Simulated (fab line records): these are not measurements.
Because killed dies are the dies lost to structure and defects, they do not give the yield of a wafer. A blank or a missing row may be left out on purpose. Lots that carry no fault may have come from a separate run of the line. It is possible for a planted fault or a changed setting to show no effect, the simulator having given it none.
Split-lot trial + flow ritCmos + route with 202 steps; 5 lots, 23 wafers read

SPLIT DETAILS
At RIT_SDANNEAL_RTA_03 (time 5 s), the setting timeS was moved away from the recipe's 5 s on 11 of the 23 wafers read, by -11.3% to +13.6%. For the rest of the wafers, this setting stayed at what the recipe calls for.

There is no step in the file separating the split from the reading.

THE READING
PSD_RS in ohm/sq, measured at RIT_SDANNEAL_RS_MEAS_04 by four-point-probe. On this fab line, fault-free wafers typically give 116.56 ohm/sq with a standard deviation of 0.28 ohm/sq.

| wafer  | tool, chamber at the split | timeS as run, s | against the recipe | PSD_RS, ohm/sq | against lot-mates on the recipe |
|--------|----------------------------|-----------------|--------------------|----------------|---------------------------------|
| L077.1 | rtpAnneal-01, 0            | 5               | recipe             | 116.66         | -                               |
| L077.4 | rtpAnneal-01, 0            | 5               | recipe             | 116.58         | -                               |
| L077.6 | rtpAnneal-01, 0            | 5               | recipe             | 115.84         | -                               |
| L078.2 | rtpAnneal-02, 0            | 4.706           | -5.9%              | 117.67         | +0.70                           |
| L078.3 | rtpAnneal-02, 0            | 4.706           | -5.9%              | 117.83         | +0.86                           |
| L078.4 | rtpAnneal-02, 0            | 5               | recipe             | 117.27         | -                               |
| L078.5 | rtpAnneal-02, 0            | 5               | recipe             | 116.66         | -                               |
| L078.6 | rtpAnneal-02, 0            | 4.706           | -5.9%              | 117.87         | +0.91                           |
| L080.2 | rtpAnneal-02, 0            | 4.437           | -11.3%             | 118.31         | +1.53                           |
| L080.3 | rtpAnneal-02, 0            | 5               | recipe             | 116.99         | -                               |
| L080.4 | rtpAnneal-02, 0            | 4.437           | -11.3%             | 118.37         | +1.59                           |
| L080.5 | rtpAnneal-02, 0            | 4.437           | -11.3%             | 118.42         | +1.64                           |
| L080.6 | rtpAnneal-02, 0            | 5               | recipe             | 116.58         | -                               |
| L081.1 | rtpAnneal-01, 0            | 5               | recipe             | 116.38         | -                               |
| L081.2 | rtpAnneal-01, 0            | 5               | recipe             | 116.28         | -                               |
| L081.3 | rtpAnneal-01, 0            | 5               | recipe             | 116.48         | -                               |
| L081.4 | rtpAnneal-01, 0            | 5.679           | +13.6%             | 114.33         | -2.05                           |
| L081.5 | rtpAnneal-01, 0            | 5.679           | +13.6%             | 114.76         | -1.62                           |
| L083.1 | rtpAnneal-01, 0            | 4.767           | -4.7%              | 117.38         | +0.75                           |
| L083.2 | rtpAnneal-01, 0            | 4.767           | -4.7%              | 117.22         | +0.59                           |
| L083.3 | rtpAnneal-01, 0            | 5               | recipe             | 116.61         | -                               |
| L083.4 | rtpAnneal-01, 0            | 5               | recipe             | 116.65         | -                               |
| L083.5 | rtpAnneal-01, 0            | 4.767           | -4.7%              | 117.14         | +0.51                           |

THE FIT
A straight line over all 23 wafers: PSD_RS changes by -0.158 ohm/sq for each +1% of timeS; r = -0.96; the points scatter about the line by 0.29 ohm/sq.
The same after taking each lot's own level away (the mean of its wafers on the recipe; 23 wafers): -0.137 ohm/sq for each +1%; r = -0.97; scatter 0.2 ohm/sq.
That fit puts the effect of the largest move of timeS on the reading at 1.9 ohm/sq.
The span of the lots' own levels, 116.360 to 116.965 ohm/sq, comes to 2.2 times the standard deviation stated above.
So the slope is not independent of the lot-to-lot level: the two fits are not the same.
Check: -1.77 ohm/sq against its lot-mates is what the line predicts for one of the wafers moved furthest among these (+13.6%) when that wafer is left out of the fit. Against them it came out at -2.05 ohm/sq.

OTHER SPLITS ON THESE WAFERS
Before the reading, these wafers also passed through other splits. Each is held against what the fit with the lots' levels taken away leaves over:
| other split on the same wafers | wafers away from the commonest value | r with PSD_RS (lot level and that fit taken away) |
|--------------------------------|--------------------------------------|---------------------------------------------------|
| RIT_SPACER_CVD_03 tempC        | 15                                   | -0.02                                             |
| RIT_NSD_IMPLANT_08 energyKev   | 4                                    | +0.25                                             |
| RIT_PSD_HARDBAKE_07 tempC      | 10                                   | -0.12                                             |

FILE'S OWN FIT
PSD_RS changes by -0.137 ohm/sq for each +1% of timeS, r = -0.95.
